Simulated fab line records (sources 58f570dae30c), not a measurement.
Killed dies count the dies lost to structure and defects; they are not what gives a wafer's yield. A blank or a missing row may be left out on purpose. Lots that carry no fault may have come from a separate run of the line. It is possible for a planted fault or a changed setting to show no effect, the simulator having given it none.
Which tool did it? -- flow berkeleyCmos170 -- 45 wafers from 15 lots sampled at 4 of the route's 331 steps

## WHAT THE GAUGES READ, wafer by wafer
UCB170_V1_BOW_MEAS_03. Usual: for V1_BOW the level is 18 um and the standard deviation is 6.8.
lot,measured,on,V1_BOW (um),flag
L464,day 7 11:58,filmMetro-02,24 11 21,
L463,day 7 12:17,filmMetro-01,16 12 22,
L469,day 8 14:29,filmMetro-03,29 23 20,
L466,day 8 14:31,filmMetro-01,25 19 22,
L470,day 8 14:49,filmMetro-03,11 24 9,
L471,day 8 23:35,filmMetro-01,26 15 26,
L473,day 9 14:42,filmMetro-02,18 30 29,
L472,day 9 16:04,filmMetro-01,16 10 17,
L479,day 10 08:44,filmMetro-03,7 4 13,
L476,day 10 09:06,filmMetro-02,11 18 11,
L480,day 11 03:17,filmMetro-02,12 27 23,
L481,day 11 03:35,filmMetro-03,4 24 32,
L485,day 12 06:07,filmMetro-01,12 32 8,
L484,day 12 06:10,filmMetro-03,23 13 19,
L482,day 12 06:25,filmMetro-02,26 25 26,

UCB170_M3_BOW_MEAS_20. Usual: for M3_BOW the level is 35 um and the standard deviation is 6.8.
lot,measured,on,M3_BOW (um),flag
L464,day 7 22:38,filmMetro-04,41 28 38,
L463,day 7 22:53,filmMetro-03,35 30 40,
L469,day 9 02:41,filmMetro-01,42 35 34,
L466,day 9 03:08,filmMetro-04,49 42 47,
L470,day 9 04:41,filmMetro-03,26 39 24,
L471,day 9 10:58,filmMetro-03,42 29 41,
L473,day 10 03:41,filmMetro-03,34 46 46,
L472,day 10 04:02,filmMetro-03,36 30 35,
L479,day 10 21:05,filmMetro-03,25 21 29,
L476,day 10 21:21,filmMetro-01,26 34 25,
L480,day 11 18:17,filmMetro-03,27 42 39,
L481,day 11 17:56,filmMetro-01,21 42 50,
L485,day 12 16:52,filmMetro-04,28 48 24,
L484,day 12 16:34,filmMetro-04,42 31 38,
L482,day 12 17:29,filmMetro-04,40 40 41,

## WHICH TOOL RAN EACH LOT (tool, then ch and the chambers of the sampled wafers, then the start)
lot,UCB170_M2_STRIP_07,UCB170_V2_PEB_10
L464,"plasmaAsher-03 ch 0,1, day 7 14:56","lithoTrack-01 ch 0, day 7 19:07"
L463,"plasmaAsher-02 ch 0,1, day 7 15:20","lithoTrack-02 ch 0, day 7 19:25"
L469,"plasmaAsher-03 ch 0,1, day 8 17:21","lithoTrack-03 ch 0, day 8 21:25"
L466,"plasmaAsher-01 ch 0,1, day 8 17:46","lithoTrack-02 ch 0, day 8 22:03"
L470,"plasmaAsher-02 ch 0, day 8 17:48","lithoTrack-01 ch 0, day 9 00:52"
L471,"plasmaAsher-02 ch 1, day 9 02:34","lithoTrack-01 ch 0, day 9 06:52"
L473,"plasmaAsher-03 ch 0,1, day 9 18:41","lithoTrack-03 ch 0, day 9 22:34"
L472,"plasmaAsher-02 ch 0,1, day 9 19:27","lithoTrack-01 ch 0, day 9 23:03"
L479,"plasmaAsher-01 ch 0,1, day 10 13:14","lithoTrack-02 ch 0, day 10 17:38"
L476,"plasmaAsher-02 ch 0,1, day 10 13:37","lithoTrack-03 ch 0, day 10 17:54"
L480,"plasmaAsher-03 ch 0,1, day 11 07:53","lithoTrack-02 ch 0, day 11 14:45"
L481,"plasmaAsher-01 ch 0,1, day 11 07:44","lithoTrack-01 ch 0, day 11 14:24"
L485,"plasmaAsher-01 ch 0, day 12 09:01","lithoTrack-02 ch 0, day 12 12:43"
L484,"plasmaAsher-03 ch 0,1, day 12 08:59","lithoTrack-02 ch 0, day 12 12:22"
L482,"plasmaAsher-03 ch 0, day 12 09:25","lithoTrack-01 ch 0, day 12 13:35"
- UCB170_M2_STRIP_07: strips in O2.
- UCB170_V2_PEB_10

## AS READ BY THE TOOLS THEMSELVES (means over the sampled wafers that have a number; for cases with no such wafer, the mark the record gives instead)
UCB170_M2_STRIP_07. Usual: drypumpMotorCurrentA 5.76 A, standard deviation 0.23; oesProductAu 0.733 a.u., standard deviation 0.0045; stripTimeToEndpointS 22.01 s, standard deviation 0.063.
lot,tool,drypumpMotorCurrentA (A),oesProductAu (a.u.),stripTimeToEndpointS (s),flag
L464,plasmaAsher-03,6.07,0.733,22.00,
L463,plasmaAsher-02,5.71,0.732,22.09,
L469,plasmaAsher-03,6.08,0.732,22.07,
L466,plasmaAsher-01,5.52,0.736,22.04,
L470,plasmaAsher-02,5.93,0.733,22.04,
L471,plasmaAsher-02,5.58,0.738,22.08,
L473,plasmaAsher-03,6.06,0.734,21.96,
L472,plasmaAsher-02,5.70,0.734,21.98,
L479,plasmaAsher-01,5.51,0.733,22.09,
L476,plasmaAsher-02,5.70,0.731,22.00,
L480,plasmaAsher-03,6.06,0.728,21.99,
L481,plasmaAsher-01,5.52,0.737,21.99,
L485,plasmaAsher-01,5.47,0.737,21.91,
L484,plasmaAsher-03,6.07,0.734,21.99,
L482,plasmaAsher-03,6.08,0.739,21.94,

UCB170_V2_PEB_10. Usual: plateSensorTCentreC 131.41 C, standard deviation 0.0095; plateSensorTEdgeC 131.53 C, standard deviation 0.0095.
lot,tool,plateSensorTCentreC (C),plateSensorTEdgeC (C),flag
L464,lithoTrack-01,131.41,131.54,
L463,lithoTrack-02,131.41,131.53,
L469,lithoTrack-03,131.40,131.53,
L466,lithoTrack-02,131.41,131.54,
L470,lithoTrack-01,131.41,131.53,
L471,lithoTrack-01,131.40,131.53,
L473,lithoTrack-03,131.42,131.53,
L472,lithoTrack-01,131.42,131.54,
L479,lithoTrack-02,131.41,131.53,
L476,lithoTrack-03,131.41,131.53,
L480,lithoTrack-02,131.41,131.54,
L481,lithoTrack-01,131.41,131.53,
L485,lithoTrack-02,131.41,131.53,
L484,lithoTrack-02,131.41,131.53,
L482,lithoTrack-01,131.42,131.53,

## THE ANSWER, worked out from the rows above alone
Rule: a lot counts as off when the mean over its wafers that have a number is more than 3 standard deviations away from the usual mean. Also off: a lot with no number at a reading for which 4 or more lots have one. Where the step has rows for the other lots, those lots are counted as sound. First the gauges in route order, then the tools' own readings, where a lot's mean is used as printed above. The first step at which some lot is off is used, and at that step the reading that is off furthest; a lot without a number counts as furthest.
Nothing can be told from this: no lot is off at any reading shown.

## WHAT THE SIMULATOR PUT IN
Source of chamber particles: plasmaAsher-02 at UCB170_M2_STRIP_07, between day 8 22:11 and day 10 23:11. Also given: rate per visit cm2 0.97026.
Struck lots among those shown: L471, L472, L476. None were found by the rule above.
